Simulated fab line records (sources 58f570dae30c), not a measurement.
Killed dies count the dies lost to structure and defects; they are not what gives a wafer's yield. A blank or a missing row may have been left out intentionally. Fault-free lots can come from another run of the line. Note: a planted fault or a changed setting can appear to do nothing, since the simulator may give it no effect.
Which of the tools did it?	flow berkeley cmos170	14 lots, 42 wafers sampled, at 3 steps of a route of 331

## WHAT THE GAUGES READ, wafer by wafer
UCB170_GATE_OVL_MEAS_13.
lot	measured	on	GATE_OVL (nm)
L923	day 7 02:26	overlay-01	2 -2 -7
L924	day 7 02:40	overlay-02	1 -6 3
L926	day 7 17:56	overlay-02	-5 -5 -2
L925	day 7 17:40	overlay-01	-3 0 3
L927	day 8 05:52	overlay-02	-13 -14 -11
L928	day 8 05:21	overlay-01	1 -9 -1
L929	day 8 05:35	overlay-02	-12 -12 -13
L932	day 9 05:28	overlay-02	3 4 -5
L931	day 9 05:12	overlay-01	-3 -3 1
L938	day 10 12:57	overlay-02	-4 -5 0
L940	day 10 21:23	overlay-01	-9 -11 -5
L939	day 10 21:40	overlay-02	7 -3 2
L942	day 11 13:04	overlay-01	-5 -1 -2
L945	day 11 21:52	overlay-01	-7 -4 3

UCB170_GATE_CD_MEAS_90: target cd 350 nm.
lot	measured	on	cd nm (nm)
L923	day 7 02:41	cd sem-02	348.6 349.4 349.2
L924	day 7 02:53	cd sem-01	351.5 349.5 348.4
L926	day 7 18:11	cd sem-01	351.4 352.4 350.8
L925	day 7 17:55	cd sem-01	350.7 351.2 350.5
L927	day 8 06:06	cd sem-01	353.7 352.2 351.5
L928	day 8 05:35	cd sem-01	349.3 348.0 347.8
L929	day 8 05:49	cd sem-02	349.1 347.1 348.1
L932	day 9 05:43	cd sem-01	350.7 349.1 351.3
L931	day 9 05:29	cd sem-02	351.3 349.3 351.8
L938	day 10 13:11	cd sem-01	350.2 349.4 350.8
L940	day 10 21:41	cd sem-01	349.2 348.2 349.6
L939	day 10 21:54	cd sem-02	350.0 350.3 350.1
L942	day 11 13:18	cd sem-02	350.3 351.3 350.3
L945	day 11 22:06	cd sem-01	349.0 348.9 347.8

## TOOL THAT RAN EACH LOT (tool first, then ch and the chambers of the sampled wafers, then the start)
lot	UCB170_NWELL_HMDS_06
L923	litho track-04 ch 0, day 2 06:44
L924	litho track-01 ch 0, day 2 12:07
L926	litho track-04 ch 0, day 2 22:18
L925	litho track-01 ch 0, day 2 22:27
L927	litho track-01 ch 0, day 3 07:07
L928	litho track-01 ch 0, day 3 16:47
L929	litho track-02 ch 0, day 3 16:47
L932	litho track-04 ch 0, day 4 03:31
L931	litho track-02 ch 0, day 4 03:37
L938	litho track-04 ch 0, day 5 16:16
L940	litho track-02 ch 0, day 5 21:50
L939	litho track-04 ch 0, day 5 22:04
L942	litho track-01 ch 0, day 6 15:40
L945	litho track-02 ch 0, day 6 22:58
- UCB170_NWELL_HMDS_06: prime time 60 s.

## WHAT THE TOOLS THEMSELVES READ (means of the sampled wafers that have a number; where no wafer has one, the mark that the record gives instead)
UCB170_NWELL_HMDS_06.
lot	tool	prime temp c (C)
L923	litho track-04	99.90
L924	litho track-01	99.99
L926	litho track-04	99.84
L925	litho track-01	99.89
L927	litho track-01	99.92
L928	litho track-01	100.00
L929	litho track-02	99.95
L932	litho track-04	100.02
L931	litho track-02	100.12
L938	litho track-04	102.07
L940	litho track-02	99.92
L939	litho track-04	101.86
L942	litho track-01	100.07
L945	litho track-02	100.19

## THE ANSWER, worked out from the rows above alone
Rule: usual is defined by the lots themselves. Put in order of their means at a reading, lots are off if they are a third of the lots or fewer, leave a main group of 4 or more, and stand apart from it by a gap of 3 or more times the standard deviation of the main group's means; of several such gaps the widest counts. The tables above print the reading to a certain number of digits; a main group whose means all agree to those digits is not used. Also off: a lot with no number at a reading for which 4 or more lots have one. Any other lot the step has rows for is counted as sound. First the gauges in route order, then the tools' own readings, where a lot's mean is used as printed above. At the first step where some lot is off, the reading lying furthest off is the one used; lots without a number count as furthest.
Off at UCB170_NWELL_HMDS_06 (prime temp c): L938, L939. The main group: mean 99.98 C, standard deviation 0.098.
A tool fits if, at that step or a process step before it, it ran every lot that is off, and no sound lot after the first of them. One fits: UCB170_NWELL_HMDS_06 on litho track-04. Its last sound lot is L932 (day 4 03:31), its first lot that is off L938 (day 5 16:16): a fault that began between those two fits.
On the lots that are off, the tool's own readings at UCB170_NWELL_HMDS_06 differ by more than 5 times the standard deviation of the sound lots' means, which bears it out; prime temp c reads 101.97 C there versus 99.98 C on the sound lots.

## WHAT HAD BEEN PUT IN BY THE SIMULATOR
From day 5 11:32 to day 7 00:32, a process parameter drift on litho track-04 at UCB170_NWELL_HMDS_06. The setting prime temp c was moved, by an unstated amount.
Struck lots among those shown: L938, L939. The rule above reached the same finding.
